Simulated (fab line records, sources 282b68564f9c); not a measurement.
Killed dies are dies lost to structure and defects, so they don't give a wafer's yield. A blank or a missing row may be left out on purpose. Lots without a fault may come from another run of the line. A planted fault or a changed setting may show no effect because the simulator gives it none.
fab line records | flow rit_cmos
record lots=14 wafers=42 last_day=7
route steps=202 shown ACTIVE@2 CONTACT@177 M1@193
lots that met no fault: from a run of the same line without faults
start_h: hours from the record's first day to the start of the lot's first wafer shown | wait_h: hours since the lot's step before | " the same as in the row above | L1.1+2: a row that stands for several wafers | - no value, or no start given | * or withheld: withheld | < > ~ a bound
route shown NAME@n: a module of which the file shows steps, and the number in the route of the first | usual: mean/standard deviation of fault-free wafers | same: alike in all rows | chamber/n: place in a boat | sites: the reading at each site | _std_site: their standard deviation | _edge_site: outer sites' mean less inner sites' | radius_mm: how far each site lies from the wafer's centre | mask NAME#n: copy n | behind: the tool/chamber that last shaped the wafer | hold: why the lot was held/for how many hours/how that ended | device: the transistor (n, p or np) that didn't switch | end of line: the same wafers' tests at the end of the route | a step without rows: its recipe alone | killed: dies lost to structure and defects at the first sort, not the wafer's yield | map: a wafer's dies, x killed, . not, _ none there
set.NAME: the setting as run; set.NAME@STEP: as run at that earlier step | model.NAME: the simulator's own value behind a step, which no gauge read
steps of the route over a sample of lots; a table a step, a row a wafer
services: from which hour (start_h, from the record's first day; less than 0 if before it) a tool's chamber was out of use, for how many hours, and why
## steps
# step RIT_ACTIVE_OXIDATION_01
# recipe temp_c=1000 ambient=O2 target_thk_a=468 ox_time_s=3360
# usual spike_tc_centre_C=1002.4/1.1 spike_tc_load_C=1026/3.6 spike_tc_source_C=1025.3/2.7 tube_center_temp_C=1000/0.087 tube_center_temp_C_max=1002.5/0.38 zone_power_centre_pct=45/4.8 zone_power_source_pct=33/4.1
# columns lot.wafer tool chamber start_h wait_h spike_tc_centre_C spike_tc_load_C spike_tc_source_C tube_center_temp_C tube_center_temp_C_max zone_power_centre_pct zone_power_source_pct
L579.1 furnace-03 0 15.12 0.1 1001.2 1021 1029.9 999.99 1002.1 46 38
L579.5 " 0 " " 1003.5 1021 1026.6 1000 1002.0 46 38
L579.6 " 0 " " 1001.4 1021 1029.5 1000.1 1002.8 46 38
L580.2 furnace-01 0 20.12 0.1 1000.1 1025 1025.5 999.96 1002.6 41 29
L580.3 " 0 " " 1001.4 1025 1023.1 1000 1003.6 40 30
L580.6 " 0 " " 1002.4 1026 1023.6 999.95 1002.6 41 29
L581.1 furnace-01 0 25.34 0.3 1001.2 1025 1023.5 1000.1 1002.7 41 29
L581.3 " 0 " " 1001.9 1025 1023.4 1000 1002.1 41 29
L581.6 " 0 " " 1001.9 1029 1023.9 1000.1 1002.9 40 29
L582.2 furnace-01 0 34.15 4.0 1003.6 1027 1024.0 999.93 1002.0 41 29
L582.3 " 0 " " 1002.5 1028 1023.8 1000.1 1002.5 40 29
L582.4 " 0 " " 1001.7 1025 1024.3 999.86 1003.2 40 29
L583.2 furnace-03 0 36.85 1.8 1002.4 1021 1029.5 999.92 1002.3 46 39
L583.4 " 0 " " 1002.9 1023 1030.4 1000 1002.5 46 37
L583.5 " 0 " " 1003.5 1022 1027.7 1000.2 1002.0 46 38
L585.3 furnace-03 0 46.23 1.2 1001.6 1023 1029.0 999.86 1001.8 46 38
L585.4 " 0 " " 1002.2 1023 1029.4 999.88 1002.2 46 39
L585.6 " 0 " " 1004.2 1021 1029.8 999.95 1002.9 46 38
L589.2 furnace-01 0 65.29 0.2 1001.6 1026 1022.1 1000 1002.3 40 29
L589.3 " 0 " " 1003.1 1029 1022.0 1000.1 1002.3 40 29
L589.5 " 0 " " 1002.0 1026 1024.1 1000.1 1002.2 41 29
L590.2 furnace-01 0 70.12 0.1 978.3 1002 997.9 974.91 977.3 39 27
L590.5 " 0 " " 978.6 1001 997.7 975.14 977.0 39 28
L590.6 " 0 " " 976.9 1000 999.1 975.16 977.3 39 27
L592.2 furnace-01 0 80.35 0.3 978.0 1002 1000.1 974.78 976.9 40 27
L592.5 " 0 " " 976.6 1001 997.8 975 977.7 40 27
L592.6 " 0 " " 975.7 999 997.3 975.16 977.8 40 27
L593.2 furnace-03 0 85.19 0.2 1001.3 1020 1029.6 999.97 1002.8 46 38
L593.3 " 0 " " 1002.6 1022 1029.8 1000.1 1002.3 46 38
L593.5 " 0 " " 1002.4 1022 1028.8 1000 1002.3 46 38
L594.2 furnace-02 0 90.34 0.3 1001.4 1033 1022.9 1000 1002.8 53 35
L594.5 " 0 " " 1002.6 1031 1021.8 999.98 1002.2 53 35
L594.6 " 0 " " 1002.6 1033 1021.3 1000.2 1002.6 52 35
L596.1 furnace-03 0 100.12 0.1 1002.8 1022 1029.4 1000.1 1003.0 46 38
L596.4 " 0 " " 1004.9 1024 1029.2 1000.1 1002.7 46 38
L596.5 " 0 " " 1000.7 1022 1031.1 1000 1002.1 46 38
L599.3 furnace-02 0 115.12 0.1 1002.2 1032 1022.0 1000 1002.3 52 35
L599.4 " 0 " " 1000.7 1032 1023.2 1000 1002.5 53 35
L599.6 " 0 " " 1002.4 1032 1022.0 999.98 1001.9 53 36
L600.1 furnace-02 0 120.12 0.1 1001.3 1031 1022.5 1000 1002.2 53 36
L600.4 " 0 " " 1002.8 1033 1021.5 1000 1003.0 52 35
L600.6 " 0 " " 1001.5 1031 1022.8 1000 1002.5 53 35
# step RIT_ACTIVE_THK_MEAS_02
# recipe reads=SiO2_of_ACTIVE_OXIDATION_01
# usual ACTIVE_OXIDE_THK=46.7/1.4
# columns lot.wafer tool chamber start_h wait_h ACTIVE_OXIDE_THK[nm]
L579.1 film_metro-01 - 17.05 0.0 44.8
L579.5 " - " " 45.1
L579.6 " - " " 44.4
L580.2 film_metro-04 - 22.06 0.0 48.4
L580.3 " - " " 49.7
L580.6 " - " " 48.9
L581.1 film_metro-01 - 27.27 0.0 47.8
L581.3 " - " " 48.1
L581.6 " - " " 48.4
L582.2 film_metro-04 - 36.09 0.0 48.1
L582.3 " - " " 47.5
L582.4 " - " " 48.0
L583.2 film_metro-02 - 38.79 0.0 45.2
L583.4 " - " " 44.5
L583.5 " - " " 45.8
L585.3 film_metro-02 - 48.18 0.0 45.4
L585.4 " - " " 45.0
L585.6 " - " " 45.1
L589.2 film_metro-02 - 67.23 0.0 48.1
L589.3 " - " " 48.1
L589.5 " - " " 49.1
L590.2 film_metro-02 - 72.06 0.0 38.2
L590.5 " - " " 37.7
L590.6 " - " " 38.8
L592.2 film_metro-01 - 82.29 0.0 37.4
L592.5 " - " " 37.8
L592.6 " - " " 37.9
L593.2 film_metro-02 - 87.14 0.0 44.6
L593.3 " - " " 44.5
L593.5 " - " " 44.8
L594.2 film_metro-04 - 92.28 0.0 45.9
L594.5 " - " " 46.4
L594.6 " - " " 45.9
L596.1 film_metro-01 - 102.05 0.0 46.1
L596.4 " - " " 46.4
L596.5 " - " " 45.6
L599.3 film_metro-02 - 117.07 0.0 45.5
L599.4 " - " " 45.5
L599.6 " - " " 45.3
L600.1 film_metro-01 - 122.05 0.0 44.9
L600.4 " - " " 45.6
L600.6 " - " " 44.8
# step RIT_CONTACT_OVL_MEAS_09
# usual CONTACT_OVL=-0.3/1.4
# columns lot.wafer tool chamber start_h wait_h CONTACT_OVL[nm]
L579.1 overlay-02 - 59.18 0.1 0.6
L579.5 " - " " -2.5
L579.6 " - " " -0.6
L580.2 overlay-02 - 67.78 0.1 -2.9
L580.3 " - " " -1.6
L580.6 " - " " 0.6
L581.1 overlay-02 - 74.13 0.1 1.5
L581.3 " - " " 0.5
L581.6 " - " " -0.4
L582.2 overlay-02 - 81.10 0.1 -0.8
L582.3 " - " " 0.4
L582.4 " - " " -2.0
L583.2 overlay-01 - 83.06 0.1 -1.3
L583.4 " - " " -0.7
L583.5 " - " " -4.6
L585.3 overlay-02 - 88.00 0.1 -1.3
L585.4 " - " " -1.4
L585.6 " - " " 1.4
L589.2 overlay-02 - 108.64 0.1 -2.9
L589.3 " - " " -3.6
L589.5 " - " " -1.5
L590.2 overlay-02 - 113.07 0.1 0.8
L590.5 " - " " -0.2
L590.6 " - " " 0.8
L592.2 overlay-01 - 123.19 0.1 1.4
L592.5 " - " " -1.3
L592.6 " - " " -1.0
L593.2 overlay-01 - 127.89 0.1 -0.3
L593.3 " - " " 0.1
L593.5 " - " " 1.6
L594.2 overlay-02 - 132.63 0.1 3.3
L594.5 " - " " -1.1
L594.6 " - " " 2.7
L596.1 overlay-02 - 142.51 0.1 0.9
L596.4 " - " " 0.0
L596.5 " - " " -0.5
L599.3 overlay-01 - 159.05 0.1 0.3
L599.4 " - " " 0.1
L599.6 " - " " 0.3
L600.1 overlay-01 - 163.52 0.1 0.1
L600.4 " - " " 0.2
L600.6 " - " " 0.6
# step RIT_M1_CD_MEAS_09
# recipe target_cd_nm=2600
# usual cd_nm=2600.8/2.3
# columns lot.wafer tool chamber start_h wait_h cd_nm
L579.1 cd_sem-01 - 61.58 - 2598.4
L579.5 " - " " 2600.5
L579.6 " - " " 2599.2
L580.2 cd_sem-02 - 70.49 - 2604.7
L580.3 " - " " 2602.4
L580.6 " - " " 2600.1
L581.1 cd_sem-01 - 76.67 - 2602.3
L581.3 " - " " 2603.8
L581.6 " - " " 2603.3
L582.2 cd_sem-02 - 83.85 - 2600.2
L582.3 " - " " 2597.2
L582.4 " - " " 2597.7
L583.2 cd_sem-01 - 85.90 - 2597.4
L583.4 " - " " 2597.4
L583.5 " - " " 2597.5
L585.3 cd_sem-02 - 90.46 - 2599.8
L585.4 " - " " 2602.4
L585.6 " - " " 2599.8
L589.2 cd_sem-01 - 111.20 - 2598.4
L589.3 " - " " 2600.0
L589.5 " - " " 2599.1
L590.2 cd_sem-01 - 115.48 - 2601.6
L590.5 " - " " 2601.3
L590.6 " - " " 2600.8
L592.2 cd_sem-01 - 125.73 - 2600.2
L592.5 " - " " 2600.0
L592.6 " - " " 2599.1
L593.2 cd_sem-02 - 130.42 - 2602.3
L593.3 " - " " 2603.1
L593.5 " - " " 2604.8
L594.2 cd_sem-02 - 135.16 - 2606.4
L594.5 " - " " 2607.0
L594.6 " - " " 2604.4
L596.1 cd_sem-02 - 145.19 - 2601.8
L596.4 " - " " 2602.2
L596.5 " - " " 2601.7
L599.3 cd_sem-02 - 161.61 - 2600.0
L599.4 " - " " 2599.6
L599.6 " - " " 2601.4
L600.1 cd_sem-02 - 166.09 - 2600.2
L600.4 " - " " 2599.8
L600.6 " - " " 2601.6
# step RIT_M1_OVL_MEAS_10
# usual M1_OVL=-0.4/1.4
# columns lot.wafer tool chamber start_h wait_h M1_OVL[nm]
L579.1 overlay-02 - 61.70 0.1 -1.7
L579.5 " - " " -0.5
L579.6 " - " " -1.0
L580.2 overlay-02 - 70.60 0.1 -0.3
L580.3 " - " " -0.3
L580.6 " - " " -0.7
L581.1 overlay-01 - 76.79 0.1 1.6
L581.3 " - " " -0.4
L581.6 " - " " 1.3
L582.2 overlay-02 - 83.95 0.1 -0.6
L582.3 " - " " -1.1
L582.4 " - " " 2.1
L583.2 overlay-02 - 86.01 0.1 -0.5
L583.4 " - " " -1.9
L583.5 " - " " -0.3
L585.3 overlay-02 - 90.55 0.1 -4.0
L585.4 " - " " -3.9
L585.6 " - " " -2.3
L589.2 overlay-01 - 111.30 0.1 1.8
L589.3 " - " " 0.9
L589.5 " - " " 1.6
L590.2 overlay-01 - 115.59 0.1 -0.8
L590.5 " - " " -0.7
L590.6 " - " " 0.7
L592.2 overlay-02 - 125.84 0.1 -0.6
L592.5 " - " " -0.7
L592.6 " - " " -1.7
L593.2 overlay-01 - 130.53 0.1 2.7
L593.3 " - " " 0.6
L593.5 " - " " 0.7
L594.2 overlay-01 - 135.26 0.1 -2.1
L594.5 " - " " -1.2
L594.6 " - " " -1.6
L596.1 overlay-01 - 145.31 0.1 2.0
L596.4 " - " " 0.9
L596.5 " - " " 1.2
L599.3 overlay-01 - 161.71 0.1 -0.7
L599.4 " - " " -1.0
L599.6 " - " " -1.5
L600.1 overlay-01 - 166.21 0.1 -0.1
L600.4 " - " " -0.4
L600.6 " - " " -1.1
# step RIT_M1_PROBE_99
# usual killed_at_M0_to_M3=0.0/0.2 killed_at_contacts=0.2/0.38 killed_at_front_end=6.7/3 killed_dies=6.9/3 killed_open=3.5/1.9 killed_short=3.3/2
# same gross_dies=264 killed_at_M4_up=0 killed_at_back_side=0 killed_at_other=0
# columns lot.wafer tool chamber start_h wait_h killed_at_M0_to_M3 killed_at_contacts killed_at_front_end killed_dies killed_open killed_short
L590.2 prober-01 - 118.22 0.1 0 0 10 10 5 5
L590.5 prober-01 - 118.37 0.2 0 0 4 4 3 1
L590.6 prober-01 - 118.42 0.2 0 0 11 11 5 6
L592.2 prober-01 - 128.42 0.1 0 0 6 6 5 1
L592.5 prober-01 - 128.57 0.2 0 0 6 6 2 4
L592.6 prober-01 - 128.62 0.2 0 0 4 4 3 1
# killed by level:class
L590.2 GATE:geometric_particle:short=5 FOX2:geometric_particle:open=2 GATE:geometric_particle:open=2 REOX:geometric_particle:open=1
L590.5 GATE:geometric_particle:open=2 REOX:geometric_particle:short=1 REOX:geometric_particle:open=1
L590.6 GATE:geometric_particle:short=4 SPACER:geometric_particle:open=4 GATE:geometric_particle:open=1 REOX:geometric_particle:short=1 SILICIDE:geometric_particle:short=1
L592.2 GATE:geometric_particle:open=4 FOX1:geometric_particle:open=1 REOX:geometric_particle:short=1
L592.5 GATE:geometric_particle:short=3 FOX1:geometric_particle:short=1 GATE:geometric_particle:open=1 SILICIDE:geometric_particle:open=1
L592.6 GATE:geometric_particle:open=1 REOX:geometric_particle:open=1 SPACER:geometric_particle:short=1 SPACER:geometric_particle:open=1
## services
# columns tool chamber start_h hours kind
furnace-03 - 2.85 3.7 pm
furnace-03 - 6.53 1.4 pm
furnace-01 - 60.62 2.9 pm
furnace-03 - 63.56 3.9 pm
furnace-02 - 79.21 3.8 pm
## key
first_sign step=RIT_ACTIVE_OXIDATION_01 reading=tube_center_temp_C direction=down sigmas=99+ usual=* struck=*
effect step=RIT_ACTIVE_OXIDATION_01 reading=tube_center_temp_C_max direction=down sigmas=67 usual=* struck=*
effect step=RIT_ACTIVE_THK_MEAS_02 reading=ACTIVE_OXIDE_THK direction=down sigmas=6.3 usual=46.7 struck=38.0
met_at RIT_ACTIVE_OXIDATION_01
struck_lots L590,L592
tester_left_out L590,L592
not_acting_at RIT_CONTACT_OVL_MEAS_09,RIT_M1_CD_MEAS_09,RIT_M1_OVL_MEAS_10
onset_between 65.29 70.12
fault kind=process_parameter_drift tool=furnace-01 chamber=- onset_h=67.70 steps=RIT_ACTIVE_OXIDATION_01 channel=temp_c offset=* shape=step end_h=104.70 acts_in=* stated=*
# tester_left_out: of these lots the tester's yield and bins aren't shown, on N5 and GAA mostly nor the transistor test; their killed dies are dies lost to structure and defects alone, not to doping, threshold or leakage, so they don't give the yield
